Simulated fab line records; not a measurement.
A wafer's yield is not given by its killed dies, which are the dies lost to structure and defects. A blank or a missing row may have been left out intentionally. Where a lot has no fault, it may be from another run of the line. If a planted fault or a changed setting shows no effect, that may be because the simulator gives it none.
Chamber matching	flow berkeley-cmos170	UCB170_ACTIVE_ETCH_15 on rie-diel-03 has 4 sister chambers
The step etches Si3N4 in CH3F/Ar/O2, stops on SiO2, target depth 242 nm, time 151 s. 8 wafers are shown with their chamber, then 7 later ones without.

WAFERS, EACH WITH ITS CHAMBER
wafer	chamber	drypump-motor-current-A (A)	throttle-valve-pct (%)
L102.6	1	5.0	7.80
L104.1	2	5.5	8.18
L104.2	1	5.0	7.81
L105.1	0	6.1	8.05
L105.2	3	5.6	8.10
L105.6	2	5.5	8.16
L108.1	3	5.7	8.10
L108.2	0	6.1	8.05

WAFERS WITH NO CHAMBER GIVEN
wafer	drypump-motor-current-A (A)	throttle-valve-pct (%)
L108.3	5.0	7.81
L113.2	5.0	7.81
L113.4	6.1	8.06
L113.6	5.5	8.18
L115.2	6.1	8.03
L115.3	5.0	7.81
L115.6	5.7	8.10

WHICH CHAMBER EACH WENT THROUGH
wafer	from the rows above	in truth
L108.3	1	1
L113.2	1	1
L113.4	0	0
L113.6	2	2
L115.2	0	0
L115.3	1	1
L115.6	3	3
Placed correctly: 7 of 7. Left unplaced by these rows: 0. 0 placed wrongly.
How it was worked out, from the rows above alone: a wafer's distance from a chamber is the root of the sum, over the readings, of the square of ((its reading less the chamber's mean) divided by the reading's scatter). The wafer belongs to the nearest chamber; if the next one is less than 2 further off, it can't be placed. Each chamber's mean is taken over the wafers shown for it. How the scatter is found: for the shown wafers, subtract from each reading the mean of its chamber, square and add these, divide the total by (wafers less chambers), then take the root.
